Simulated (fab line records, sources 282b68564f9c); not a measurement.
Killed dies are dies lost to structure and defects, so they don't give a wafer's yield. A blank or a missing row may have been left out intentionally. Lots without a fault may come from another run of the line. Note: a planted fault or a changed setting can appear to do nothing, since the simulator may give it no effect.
fab line records -- flow ritCmos -- part 1 of 2: steps 1 to 42 of 45
record lots=6, wafers=18, lastDay=8
route steps=202 shown ACTIVE@11 FOX1@20 FOX2@23 NWELL@28 PWELL@39 WELLDRIVE@50 SILICIDE@161 M1@202
lots with no fault: from the same line, run without faults
startH: hours from the record's first day to the start of the lot's first wafer shown -- waitH: hours from the lot's prior step to this one -- " identical to the entry in the row above -- L1.1+2: a single row standing in for several wafers -- - no value, or no start given -- * or withheld: withheld -- < > ~ a bound
route shown NAME@n: names a module that has steps shown in the file, with the first one's number in the route -- usual: average and standard deviation across the fault-free wafers -- same: alike in all rows -- chamber/n: place in a boat -- sites: per-site readings -- _std_site: standard deviation of those values -- _edge_site: inner sites' mean taken away from outer sites' mean -- radiusMm: how far each site lies from the wafer's centre -- mask NAME#n: copy n -- behind: the most recent tool/chamber to have shaped the wafer -- hold: why the lot was held/for how many hours/how that ended -- device: whichever transistor did not switch (one of n, p or np) -- end of line: the tests these same wafers got at the end of their route -- a step with no rows: only its recipe -- killed: dies that structure and defects cost at the first sort, which is not the same as the wafer's yield -- map: the dies of a wafer, with x for killed, . for not killed, _ for no die there
set.NAME: the setting as run; set.NAME@STEP: as run at that earlier step -- model.NAME: the simulator's own value behind a step, which no gauge read
lots at some steps of the route; a table a step, a row a wafer
services: from which hour (startH, from the record's first day; less than 0 if before it) a tool's chamber was out of use, for how many hours, and why
## steps
# step RIT_ACTIVE_DEVELOP_10
# recipe resist=NOVOLAK, developTimeS=50, devTempC=23
# step RIT_ACTIVE_CD_MEAS_11
# recipe targetCdNm=1400
# usual cdNm=1399.9/2.1
lot.wafer,tool,chamber,startH,waitH,cdNm
L297.2,cdSem-01,-,36.03,-,1400.4
L297.3,cdSem-01,-,36.03,-,1400.6
L297.6,cdSem-01,-,36.03,-,1400.5
L303.1,cdSem-01,-,64.44,-,1402.6
L303.4,cdSem-01,-,64.44,-,1399.9
L303.6,cdSem-01,-,64.44,-,1400.3
L309.1,cdSem-01,-,96.25,-,1400.8
L309.2,cdSem-01,-,96.25,-,1400.7
L309.6,cdSem-01,-,96.25,-,1397.4
L314.2,cdSem-01,-,120.76,-,1403.8
L314.4,cdSem-01,-,120.76,-,1403.4
L314.5,cdSem-01,-,120.76,-,1403.6
L315.2,cdSem-02,-,124.74,-,1399.6
L315.3,cdSem-02,-,124.74,-,1402.9
L315.6,cdSem-02,-,124.74,-,1401.6
L316.1,cdSem-02,-,130.55,-,1399.4
L316.5,cdSem-02,-,130.55,-,1399.2
L316.6,cdSem-02,-,130.55,-,1397.9
# step RIT_ACTIVE_HARDBAKE_12
# recipe resist=NOVOLAK, tempC=140, timeS=60
# step RIT_ACTIVE_ETCH_13
# recipe stopOn=SiO2, chemistry=SF6, target=Si3N4, timeS=210, overEtchFrac=0.4, SF6_flow_sccm=200, pressureMtorr=260, rfW=125, targetDepthA=2100
# usual chamberPressureMTorr=259.99/0.25, drypumpMotorCurrentA=5.7/0.47, oesProductAu=0.818/0.012, throttleValvePct=7.50/0.12
lot.wafer,tool,chamber,startH,waitH,chamberPressureMTorr,drypumpMotorCurrentA,oesProductAu,rfHoursCounterH,throttleValvePct
L297.2,rieDiel-01,1,36.48,0.1,260.44,5.6,0.789,85,7.37
L297.3,rieDiel-01,2,36.48,0.1,260.15,6.4,0.797,99,7.64
L297.6,rieDiel-01,1,36.48,0.1,259.61,5.6,0.806,-,7.39
L303.1,rieDiel-02,0,64.71,0.1,259.67,4.9,0.814,4,7.65
L303.4,rieDiel-02,2,64.71,0.1,260.27,5.0,0.835,127,7.43
L303.6,rieDiel-02,3,64.71,0.1,259.61,5.7,0.807,-,7.42
L309.1,rieDiel-02,3,96.58,0.1,260.06,5.7,0.810,26,7.41
L309.2,rieDiel-02,1,96.58,0.1,259.64,5.4,0.828,66,7.49
L309.6,rieDiel-02,1,96.58,0.1,260.22,5.4,0.825,-,7.51
L314.2,rieDiel-01,0,121.01,0.1,260.29,5.9,0.828,43,7.60
L314.4,rieDiel-01,3,121.01,0.1,260.24,5.7,0.817,23,7.29
L314.5,rieDiel-01,0,121.01,0.1,260.26,5.9,0.825,-,7.61
L315.2,rieDiel-01,0,124.99,0.1,260.13,5.9,0.823,43,7.60
L315.3,rieDiel-01,2,124.99,0.1,260.25,6.4,0.804,101,7.65
L315.6,rieDiel-01,3,124.99,0.1,260.01,5.8,0.804,-,7.29
L316.1,rieDiel-02,2,130.82,0.1,260.04,5.0,0.823,128,7.43
L316.5,rieDiel-02,1,130.82,0.1,259.77,5.4,0.812,-,7.51
L316.6,rieDiel-02,2,130.82,0.1,259.99,5.0,0.822,-,7.45
# step RIT_ACTIVE_STRIP_14
# recipe chemistry=O2, timeS=180, resist=NOVOLAK, platenTempC=withheld, powerW=500, pressureMtorr=4000, o2FlowSccm=4000
# usual chamberPressureMTorr=4000/3.3, drypumpMotorCurrentA=5.5/0.41
lot.wafer,tool,chamber,startH,waitH,chamberPressureMTorr,drypumpMotorCurrentA,rfHoursCounterH
L297.2,plasmaAsher-04,0,36.61,0.1,3993,5.2,25
L297.3,plasmaAsher-04,0,36.61,0.1,3994,5.2,-
L297.6,plasmaAsher-04,0,36.61,0.1,3998,5.2,-
L303.1,plasmaAsher-02,1,64.85,0.1,4002,5.4,44
L303.4,plasmaAsher-02,0,64.85,0.1,4004,6.4,-
L303.6,plasmaAsher-02,0,64.85,0.1,3995,6.4,-
L309.1,plasmaAsher-01,1,96.71,0.1,3996,5.3,44
L309.2,plasmaAsher-01,0,96.71,0.1,3997,5.7,44
L309.6,plasmaAsher-01,0,96.71,0.1,4001,5.7,-
L314.2,plasmaAsher-01,1,121.15,0.1,4001,5.3,47
L314.4,plasmaAsher-01,0,121.15,0.1,4003,5.8,-
L314.5,plasmaAsher-01,1,121.15,0.1,4001,5.3,-
L315.2,plasmaAsher-02,1,125.13,0.1,3998,5.4,1
L315.3,plasmaAsher-02,1,125.13,0.1,4000,5.4,-
L315.6,plasmaAsher-02,0,125.13,0.1,4009,6.4,-
L316.1,plasmaAsher-04,0,130.96,0.1,3997,5.2,36
L316.5,plasmaAsher-04,1,130.96,0.1,4002,5.4,-
L316.6,plasmaAsher-04,0,130.96,0.1,3998,5.2,-
# step RIT_ACTIVE_CD_MEAS_90
# recipe targetCdNm=1400
# usual cdNm=1399.9/2
lot.wafer,tool,chamber,startH,waitH,cdNm
L297.2,cdSem-01,-,36.80,0.1,1400.4
L297.3,cdSem-01,-,36.80,0.1,1400.1
L297.6,cdSem-01,-,36.80,0.1,1400.5
L303.1,cdSem-02,-,65.02,0.1,1402.8
L303.4,cdSem-02,-,65.02,0.1,1399.8
L303.6,cdSem-02,-,65.02,0.1,1400.3
L309.1,cdSem-02,-,96.88,0.1,1400.5
L309.2,cdSem-02,-,96.88,0.1,1400.6
L309.6,cdSem-02,-,96.88,0.1,1397.2
L314.2,cdSem-02,-,121.34,0.1,1404.1
L314.4,cdSem-02,-,121.34,0.1,1403.3
L314.5,cdSem-02,-,121.34,0.1,1403.7
L315.2,cdSem-01,-,125.32,0.1,1399.6
L315.3,cdSem-01,-,125.32,0.1,1402.6
L315.6,cdSem-01,-,125.32,0.1,1401.7
L316.1,cdSem-01,-,131.13,0.1,1399.0
L316.5,cdSem-01,-,131.13,0.1,1399.4
L316.6,cdSem-01,-,131.13,0.1,1398.4
# step RIT_ACTIVE_CLEAN_15
# recipe chemistry=SC1, mix=3:3:50, timeS=600, tempC=75
# step RIT_ACTIVE_CLEAN_16
# recipe chemistry=dHF, dilution=50:1, timeS=30
# step RIT_ACTIVE_CLEAN_17
# recipe chemistry=SC2, mix=3:3:50, timeS=600, tempC=75, dry=n2Spin
# step RIT_FOX1_OXIDATION_00
# recipe tempC=1100, ambient=H2O, targetThkA=3507, pH2oTorr=720, oxTimeS=1130
# step RIT_FOX1_THK_MEAS_01
# recipe reads=SiO2_of_FOX1_OXIDATION_00
# usual FOX1_OXIDE_THK=352/6.8
lot.wafer,tool,chamber,startH,waitH,FOX1_OXIDE_THK[nm]
L297.2,filmMetro-01,-,38.81,0.0,359
L297.3,filmMetro-01,-,38.81,0.0,357
L297.6,filmMetro-01,-,38.81,0.0,355
L303.1,filmMetro-03,-,66.82,0.0,366
L303.4,filmMetro-03,-,66.82,0.0,365
L303.6,filmMetro-03,-,66.82,0.0,359
L309.1,filmMetro-01,-,98.68,0.0,362
L309.2,filmMetro-01,-,98.68,0.0,356
L309.6,filmMetro-01,-,98.68,0.0,356
L314.2,filmMetro-02,-,126.12,0.0,354
L314.4,filmMetro-02,-,126.12,0.0,354
L314.5,filmMetro-02,-,126.12,0.0,360
L315.2,filmMetro-02,-,129.37,0.0,348
L315.3,filmMetro-02,-,129.37,0.0,351
L315.6,filmMetro-02,-,129.37,0.0,348
L316.1,filmMetro-03,-,135.24,0.0,335
L316.5,filmMetro-03,-,135.24,0.0,334
L316.6,filmMetro-03,-,135.24,0.0,342
# step RIT_FOX1_WET_ETCH_02
# recipe chemistry=BOE, targetDepthNm=350, timeS=390, tempC=21.5, dry=n2Spin, dilution=10:1, target=SiO2
# step RIT_FOX2_OXIDATION_00
# recipe tempC=1100, ambient=H2O, targetThkA=3507, pH2oTorr=720, oxTimeS=1130
# usual spikeTcCentreC=1102.8/1.3, spikeTcLoadC=1127.0/2.3, spikeTcSourceC=1128.0/2.2, tubeCenterTempC=1100/0.1, tube_center_temp_C_max=1102.9/0.46, zonePowerLoadPct=44/3.8
lot.wafer,tool,chamber,startH,waitH,spikeTcCentreC,spikeTcLoadC,spikeTcSourceC,tubeCenterTempC,tube_center_temp_C_max,zonePowerLoadPct,model.SiO2_of_FOX2_OXIDATION_00.thkNm,model.Si3N4_of_ACTIVE_CVD_03.thkNm
L297.2,furnace-01,0,38.98,0.0,1102.7,1125.2,1128.5,1099.8,1104.5,36,353.3,129.8
L297.3,furnace-01,0,38.98,0.0,1101.4,1126.9,1126.0,1100,1102.1,36,356.3,130
L297.6,furnace-01,0,38.98,0.0,1101.7,1125.2,1126.3,1100,1102.6,35,354.2,130.6
L303.1,furnace-04,0,67.01,0.0,1102.3,1127.9,1130.2,1100,1103.0,43,361.3,131.1
L303.4,furnace-04,0,67.01,0.0,1104.0,1129.0,1129.0,1100.1,1103.4,44,372.3,130.4
L303.6,furnace-04,0,67.01,0.0,1102.3,1131.6,1130.7,1099.9,1103.1,44,365.2,131.6
L309.1,furnace-03,0,98.86,0.0,1103.2,1124.4,1126.9,1099.7,1102.3,46,346.6,132.5
L309.2,furnace-03,0,98.86,0.0,1103.4,1126.4,1127.1,1100,1103.2,47,342,133.6
L309.6,furnace-03,0,98.86,0.0,1105.0,1125.2,1125.6,1099.9,1102.9,46,343.3,132.9
L314.2,furnace-03,0,129.61,3.3,1181.4,1203.6,1206.3,1178.7,1181.5,54,469,127.3
L314.4,furnace-03,0,129.61,3.3,1183.8,1206.5,1206.2,1178.6,1181.3,54,473,128.3
L314.5,furnace-03,0,129.61,3.3,1183.5,1205.7,1207.4,1178.8,1181.8,54,467.1,128.4
L315.2,furnace-03,0,129.61,0.1,1181.8,1204.1,1206.8,1179,1181.6,54,480.1,128.4
L315.3,furnace-03,0,129.61,0.1,1185.6,1206.1,1205.6,1178.8,1181.3,54,472.8,127.8
L315.6,furnace-03,0,129.61,0.1,1180.8,1206.4,1206.5,1178.6,1181.0,54,470,127.8
L316.1,furnace-04,0,146.14,10.7,1101.9,1128.8,1128.3,1099.9,1102.9,43,346.2,129.8
L316.5,furnace-04,0,146.14,10.7,1103.5,1128.9,1130.3,1099.9,1102.8,44,344.4,130.1
L316.6,furnace-04,0,146.14,10.7,1102.6,1130.0,1130.9,1100,1102.9,44,344.5,130.3
# step RIT_FOX2_THK_MEAS_01
# recipe reads=SiO2_of_FOX2_OXIDATION_00
# usual FOX2_OXIDE_THK=352/6.9
lot.wafer,tool,chamber,startH,waitH,FOX2_OXIDE_THK[nm]
L297.2,filmMetro-03,-,40.31,0.0,353
L297.3,filmMetro-03,-,40.31,0.0,356
L297.6,filmMetro-03,-,40.31,0.0,354
L303.1,filmMetro-03,-,68.33,0.0,362
L303.4,filmMetro-03,-,68.33,0.0,372
L303.6,filmMetro-03,-,68.33,0.0,365
L309.1,filmMetro-03,-,100.18,0.0,347
L309.2,filmMetro-03,-,100.18,0.0,342
L309.6,filmMetro-03,-,100.18,0.0,343
L314.2,filmMetro-03,-,130.93,0.0,469
L314.4,filmMetro-03,-,130.93,0.0,473
L314.5,filmMetro-03,-,130.93,0.0,467
L315.2,filmMetro-02,-,130.93,0.0,480
L315.3,filmMetro-02,-,130.93,0.0,473
L315.6,filmMetro-02,-,130.93,0.0,470
L316.1,filmMetro-03,-,147.45,0.0,346
L316.5,filmMetro-03,-,147.45,0.0,345
L316.6,filmMetro-03,-,147.45,0.0,344
# step RIT_FOX2_CLEAN_02
# recipe chemistry=dHF, dilution=50:1, timeS=180
lot.wafer,tool,chamber,startH,waitH,model.Si3N4_of_ACTIVE_CVD_03.thkNm
L297.2,wetBench-02,1,40.36,0.0,129.3
L297.3,wetBench-02,1,40.36,0.0,129.5
L297.6,wetBench-02,1,40.36,0.0,130.2
L303.1,wetBench-03,1,68.39,0.1,130.7
L303.4,wetBench-03,1,68.39,0.1,129.9
L303.6,wetBench-03,1,68.39,0.1,131.1
L309.1,wetBench-03,2,100.24,0.1,132.1
L309.2,wetBench-03,2,100.24,0.1,133.2
L309.6,wetBench-03,2,100.24,0.1,132.5
L314.2,wetBench-04,0,130.98,0.0,126.9
L314.4,wetBench-04,0,130.98,0.0,127.9
L314.5,wetBench-04,0,130.98,0.0,128
L315.2,wetBench-04,0,130.98,0.0,128
L315.3+6,wetBench-04,0,130.98,0.0,127.3
L316.1,wetBench-03,3,147.51,0.1,129.4
L316.5,wetBench-03,3,147.51,0.1,129.7
L316.6,wetBench-03,3,147.51,0.1,129.9
# step RIT_FOX2_WET_ETCH_03
# recipe chemistry=H3PO4, target=Si3N4, targetDepthNm=195, tempC=165, timeS=2700
# step RIT_FOX2_THK_MEAS_90
# recipe reads=SiO2_of_FOX2_OXIDATION_00
# usual FIELD_OXIDE_LEFT_1_THK=325/6.9
lot.wafer,tool,chamber,startH,waitH,FIELD_OXIDE_LEFT_1_THK[nm]
L297.2,filmMetro-03,-,41.18,0.0,326
L297.3,filmMetro-03,-,41.18,0.0,329
L297.6,filmMetro-03,-,41.18,0.0,327
L303.1,filmMetro-02,-,69.20,0.0,334
L303.4,filmMetro-02,-,69.20,0.0,345
L303.6,filmMetro-02,-,69.20,0.0,338
L309.1,filmMetro-04,-,101.05,0.0,320
L309.2,filmMetro-04,-,101.05,0.0,315
L309.6,filmMetro-04,-,101.05,0.0,316
L314.2,filmMetro-04,-,131.81,0.0,441
L314.4,filmMetro-04,-,131.81,0.0,446
L314.5,filmMetro-04,-,131.81,0.0,440
L315.2,filmMetro-03,-,131.81,0.0,452
L315.3,filmMetro-03,-,131.81,0.0,446
L315.6,filmMetro-03,-,131.81,0.0,442
L316.1,filmMetro-02,-,148.40,0.0,319
L316.5,filmMetro-02,-,148.40,0.0,317
L316.6,filmMetro-02,-,148.40,0.0,318
# step RIT_NWELL_HMDS_00
# recipe primeTimeS=60, primeTempC=140
# step RIT_NWELL_COAT_01
# recipe resist=NOVOLAK, spinRpm=2000, resistThkNm=1300
# step RIT_NWELL_SOFTBAKE_02
# recipe resist=NOVOLAK, tempC=90.46, timeS=60
# step RIT_NWELL_EXPOSE_03
# recipe maskId=M2, na=0.57, targetCdNm=43900, doseMj=250
# step RIT_NWELL_PEB_04
# recipe resist=NOVOLAK, tempC=withheld, timeS=withheld
# step RIT_NWELL_DEVELOP_05
# recipe resist=NOVOLAK, developTimeS=68, devTempC=23
# step RIT_NWELL_OVL_MEAS_06
# usual NWELL_OVL=0.9/1.3
lot.wafer,tool,chamber,startH,waitH,NWELL_OVL[nm]
L297.2,overlay-01,-,42.24,-,-2.2
L297.3,overlay-01,-,42.24,-,1.0
L297.6,overlay-01,-,42.24,-,-1.4
L303.1,overlay-01,-,70.14,-,2.0
L303.4,overlay-01,-,70.14,-,1.1
L303.6,overlay-01,-,70.14,-,-0.8
L309.1,overlay-02,-,101.99,-,0.9
L309.2,overlay-02,-,101.99,-,0.1
L309.6,overlay-02,-,101.99,-,-0.8
L314.2,overlay-01,-,132.76,-,1.5
L314.4,overlay-01,-,132.76,-,0.9
L314.5,overlay-01,-,132.76,-,2.5
L315.2,overlay-02,-,133.06,-,1.9
L315.3,overlay-02,-,133.06,-,0.2
L315.6,overlay-02,-,133.06,-,0.4
L316.1,overlay-02,-,149.47,-,-0.9
L316.5,overlay-02,-,149.47,-,0.6
L316.6,overlay-02,-,149.47,-,-1.4
# step RIT_NWELL_HARDBAKE_07
# recipe resist=NOVOLAK, tempC=140, timeS=120
# step RIT_NWELL_IMPLANT_08
# recipe species=P, energyKev=170, doseCm2=5e+13, tiltDeg=7
# step RIT_NWELL_STRIP_09
# recipe chemistry=O2, timeS=180, resist=NOVOLAK, platenTempC=withheld, powerW=500, pressureMtorr=4000, o2FlowSccm=4000
# usual chamberPressureMTorr=4000/3.6, drypumpMotorCurrentA=5.46/0.3
lot.wafer,tool,chamber,startH,waitH,chamberPressureMTorr,drypumpMotorCurrentA,rfHoursCounterH
L297.2,plasmaAsher-01,0,42.67,0.1,3999,5.74,37
L297.3,plasmaAsher-01,0,42.67,0.1,3993,5.71,-
L297.6,plasmaAsher-01,0,42.67,0.1,3996,5.73,-
L303.1,plasmaAsher-01,0,70.58,0.1,4004,5.73,41
L303.4,plasmaAsher-01,0,70.58,0.1,4000,5.74,-
L303.6,plasmaAsher-01,1,70.58,0.1,3999,5.28,-
L309.1,plasmaAsher-04,0,102.43,0.1,4000,5.18,34
L309.2,plasmaAsher-04,1,102.43,0.1,4002,5.32,34
L309.6,plasmaAsher-04,1,102.43,0.1,4000,5.37,-
L314.2,plasmaAsher-04,1,133.19,0.1,3995,5.37,37
L314.4,plasmaAsher-04,1,133.19,0.1,4000,5.33,-
L314.5,plasmaAsher-04,0,133.19,0.1,3993,5.21,-
L315.2,plasmaAsher-01,1,133.49,0.1,3999,5.26,48
L315.3,plasmaAsher-01,1,133.49,0.1,3999,5.25,-
L315.6,plasmaAsher-01,0,133.49,0.1,4003,5.72,-
L316.1,plasmaAsher-01,1,149.90,0.1,3997,5.26,49
L316.5,plasmaAsher-01,0,149.90,0.1,4007,5.77,-
L316.6,plasmaAsher-01,1,149.90,0.1,3999,5.26,-
# step RIT_NWELL_TW_MEAS_10
# usual NWELL_TW=2152/11
lot.wafer,tool,chamber,startH,waitH,NWELL_TW
L297.2,filmMetro-01,-,42.86,0.1,2152
L297.3,filmMetro-01,-,42.86,0.1,2145
L297.6,filmMetro-01,-,42.86,0.1,2152
L303.1,filmMetro-03,-,70.75,0.1,2156
L303.4,filmMetro-03,-,70.75,0.1,2152
L303.6,filmMetro-03,-,70.75,0.1,2165
L309.1,filmMetro-03,-,102.60,0.1,2157
L309.2,filmMetro-03,-,102.60,0.1,2150
L309.6,filmMetro-03,-,102.60,0.1,2147
L314.2,filmMetro-03,-,133.37,0.1,2134
L314.4,filmMetro-03,-,133.37,0.1,2145
L314.5,filmMetro-03,-,133.37,0.1,2136
L315.2,filmMetro-01,-,133.68,0.1,2169
L315.3,filmMetro-01,-,133.68,0.1,2146
L315.6,filmMetro-01,-,133.68,0.1,2149
L316.1,filmMetro-04,-,150.08,0.1,2166
L316.5,filmMetro-04,-,150.08,0.1,2160
L316.6,filmMetro-04,-,150.08,0.1,2153
# step RIT_PWELL_HMDS_00
# recipe primeTimeS=60, primeTempC=140
# step RIT_PWELL_COAT_01
# recipe resist=NOVOLAK, spinRpm=2000, resistThkNm=1300
# step RIT_PWELL_SOFTBAKE_02
# recipe resist=NOVOLAK, tempC=90, timeS=60
# step RIT_PWELL_EXPOSE_03
# recipe maskId=M3, na=0.57, targetCdNm=43700, doseMj=250
# step RIT_PWELL_PEB_04
# recipe resist=NOVOLAK, tempC=withheld, timeS=withheld
# step RIT_PWELL_DEVELOP_05
# recipe resist=NOVOLAK, developTimeS=68, devTempC=23
# step RIT_PWELL_OVL_MEAS_06
# usual PWELL_OVL=-0.7/1.3
lot.wafer,tool,chamber,startH,waitH,PWELL_OVL[nm]
L297.2,overlay-01,-,43.92,-,0.1
L297.3,overlay-01,-,43.92,-,-0.3
L297.6,overlay-01,-,43.92,-,0.9
L303.1,overlay-01,-,71.69,-,-2.7
L303.4,overlay-01,-,71.69,-,-2.8
L303.6,overlay-01,-,71.69,-,-1.9
L309.1,overlay-02,-,103.67,-,0.3
L309.2,overlay-02,-,103.67,-,1.8
L309.6,overlay-02,-,103.67,-,0.5
L314.2,overlay-02,-,134.31,-,-2.7
L314.4,overlay-02,-,134.31,-,0.0
L314.5,overlay-02,-,134.31,-,-1.2
L315.2,overlay-01,-,134.74,-,1.5
L315.3,overlay-01,-,134.74,-,-1.6
L315.6,overlay-01,-,134.74,-,-1.4
L316.1,overlay-01,-,151.14,-,-2.0
L316.5,overlay-01,-,151.14,-,-2.9
L316.6,overlay-01,-,151.14,-,-2.7
# step RIT_PWELL_HARDBAKE_07
# recipe resist=NOVOLAK, tempC=140, timeS=120
# step RIT_PWELL_IMPLANT_08
# recipe species=B, energyKev=167.3, doseCm2=7e+13, tiltDeg=7
# step RIT_PWELL_STRIP_09
# recipe chemistry=O2, timeS=180, resist=NOVOLAK, platenTempC=withheld, powerW=500, pressureMtorr=4000, o2FlowSccm=4000
# usual chamberPressureMTorr=4000/3.9, drypumpMotorCurrentA=5.7/0.39
lot.wafer,tool,chamber,startH,waitH,chamberPressureMTorr,drypumpMotorCurrentA,rfHoursCounterH
L297.2,plasmaAsher-01,0,44.35,0.1,4004,5.7,37
L297.3,plasmaAsher-01,1,44.35,0.1,3996,5.3,-
L297.6,plasmaAsher-01,0,44.35,0.1,3994,5.7,-
L303.1,plasmaAsher-01,0,72.13,0.1,4004,5.7,41
L303.4,plasmaAsher-01,0,72.13,0.1,3995,5.8,-
L303.6,plasmaAsher-01,0,72.13,0.1,4001,5.7,-
L309.1,plasmaAsher-01,0,104.10,0.1,3995,5.7,45
L309.2,plasmaAsher-01,1,104.10,0.1,3998,5.3,45
L309.6,plasmaAsher-01,0,104.10,0.1,3999,5.8,-
L314.2,plasmaAsher-03,0,134.74,0.1,3999,6.2,47
L314.4,plasmaAsher-03,0,134.74,0.1,3999,6.2,-
L314.5,plasmaAsher-03,0,134.74,0.1,4007,6.2,-
L315.2,plasmaAsher-01,1,135.17,0.1,3998,5.3,48
L315.3,plasmaAsher-01,1,135.17,0.1,3999,5.3,-
L315.6,plasmaAsher-01,1,135.17,0.1,3992,5.3,-
L316.1,plasmaAsher-03,0,151.58,0.1,4001,6.2,48
L316.5,plasmaAsher-03,1,151.58,0.1,3996,6.0,-
L316.6,plasmaAsher-03,0,151.58,0.1,3998,6.2,-
# step RIT_PWELL_TW_MEAS_10
# usual PWELL_TW=955/6.1
lot.wafer,tool,chamber,startH,waitH,PWELL_TW
L297.2,filmMetro-01,-,44.53,0.1,948
L297.3,filmMetro-01,-,44.53,0.1,958
L297.6,filmMetro-01,-,44.53,0.1,953
L303.1,filmMetro-03,-,72.30,0.1,951
L303.4,filmMetro-03,-,72.30,0.1,947
L303.6,filmMetro-03,-,72.30,0.1,951
L309.1,filmMetro-04,-,104.28,0.1,966
L309.2,filmMetro-04,-,104.28,0.1,961
L309.6,filmMetro-04,-,104.28,0.1,961
L314.2,filmMetro-01,-,134.92,0.1,954
L314.4,filmMetro-01,-,134.92,0.1,952
L314.5,filmMetro-01,-,134.92,0.1,949
L315.2,filmMetro-01,-,135.35,0.1,954
L315.3,filmMetro-01,-,135.35,0.1,954
L315.6,filmMetro-01,-,135.35,0.1,948
L316.1,filmMetro-03,-,151.75,0.1,956
L316.5,filmMetro-03,-,151.75,0.1,957
L316.6,filmMetro-03,-,151.75,0.1,956
# step RIT_WELLDRIVE_ANNEAL_00
# recipe tempC=1100, timeS=14700, ambient=N2
# step RIT_WELLDRIVE_RS_MEAS_01
# recipe thkMeasGauge=four-point-probe
# usual NWELL_RS=275.4/0.72
lot.wafer,tool,chamber,startH,waitH,NWELL_RS[ohm/sq]
L297.2,filmMetro-03,-,49.69,0.0,275.1
L297.3,filmMetro-03,-,49.69,0.0,275.7
L297.6,filmMetro-03,-,49.69,0.0,274.8
L303.1,filmMetro-04,-,78.45,0.0,275.9
L303.4,filmMetro-04,-,78.45,0.0,276.0
L303.6,filmMetro-04,-,78.45,0.0,276.0
L309.1,filmMetro-03,-,109.90,0.0,275.9
L309.2,filmMetro-03,-,109.90,0.0,275.3
L309.6,filmMetro-03,-,109.90,0.0,275.1
L314.2,filmMetro-01,-,144.22,0.0,275.0
L314.4,filmMetro-01,-,144.22,0.0,275.1
L314.5,filmMetro-01,-,144.22,0.0,275.3
L315.2,filmMetro-04,-,144.22,0.0,276.4
L315.3,filmMetro-04,-,144.22,0.0,275.9
L315.6,filmMetro-04,-,144.22,0.0,275.6
L316.1,filmMetro-01,-,162.28,0.0,275.6
L316.5,filmMetro-01,-,162.28,0.0,275.8
L316.6,filmMetro-01,-,162.28,0.0,275.3
# step RIT_WELLDRIVE_RS_MEAS_02
# recipe thkMeasGauge=four-point-probe
# usual PWELL_RS=429.9/1.3
lot.wafer,tool,chamber,startH,waitH,PWELL_RS[ohm/sq]
L297.2,filmMetro-03,-,49.81,0.1,430.8
L297.3,filmMetro-03,-,49.81,0.1,429.9
L297.6,filmMetro-03,-,49.81,0.1,430.1
L303.1,filmMetro-04,-,78.57,0.1,429.3
L303.4,filmMetro-04,-,78.57,0.1,429.2
L303.6,filmMetro-04,-,78.57,0.1,429.6
L309.1,filmMetro-03,-,110.02,0.1,426.7
L309.2,filmMetro-03,-,110.02,0.1,427.9
L309.6,filmMetro-03,-,110.02,0.1,427.5
L314.2,filmMetro-01,-,144.34,0.1,429.6
L314.4,filmMetro-01,-,144.34,0.1,429.3
L314.5,filmMetro-01,-,144.34,0.1,430.6
L315.2,filmMetro-04,-,144.34,0.1,430.1
L315.3,filmMetro-04,-,144.34,0.1,431.0
L315.6,filmMetro-04,-,144.34,0.1,431.2
L316.1,filmMetro-01,-,162.40,0.1,427.4
L316.5,filmMetro-01,-,162.40,0.1,427.9
L316.6,filmMetro-01,-,162.40,0.1,428.0
## key
firstSign step=RIT_FOX2_OXIDATION_00, reading=tubeCenterTempC, direction=up, sigmas=99+, usual=*, struck=*
effect step=RIT_FOX2_OXIDATION_00, reading=tube_center_temp_C_max, direction=up, sigmas=99+, usual=*, struck=*
effect step=RIT_FOX2_THK_MEAS_01, reading=FOX2_OXIDE_THK, direction=up, sigmas=17, usual=352, struck=472
effect step=RIT_FOX2_THK_MEAS_90, reading=FIELD_OXIDE_LEFT_1_THK, direction=up, sigmas=18, usual=325, struck=445
effect step=RIT_FOX2_THK_MEAS_91, reading=FIELD_OXIDE_LEFT_2_THK, direction=up, sigmas=17, usual=257, struck=377
modelEffect step=RIT_FOX2_OXIDATION_00, value=SiO2_of_FOX2_OXIDATION_00.thkNm, without=354, struck=472
modelEffect step=RIT_FOX2_CLEAN_02, value=Si3N4_of_ACTIVE_CVD_03.thkNm, without=129.8, struck=127.6
modelEffect step=RIT_SILICIDE_WET_ETCH_00, value=SiO2_of_FOX2_OXIDATION_00.thkNm, without=154, struck=272
modelEffect step=RIT_M1_PROBE_99, value=etest.pldd.widthNm, without=3159, struck=2962
metAt RIT_FOX2_OXIDATION_00
struckWafers L314.2,L314.4,L314.5,L315.2,L315.3,L315.6
testerLeftOut L314,L315
onsetBetween 98.86 129.61
fault kind=processParameterDrift, tool=furnace-03, chamber=-, onsetH=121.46, steps=RIT_FOX2_OXIDATION_00, channel=tempC, offset=*, shape=step, endH=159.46, actsIn=*, stated=*
# testerLeftOut: of these lots the tester's yield and bins aren't shown, on N5 and GAA mostly nor the transistor test; their killed dies are dies lost to structure and defects alone, not to doping, threshold or leakage, so they don't give the yield
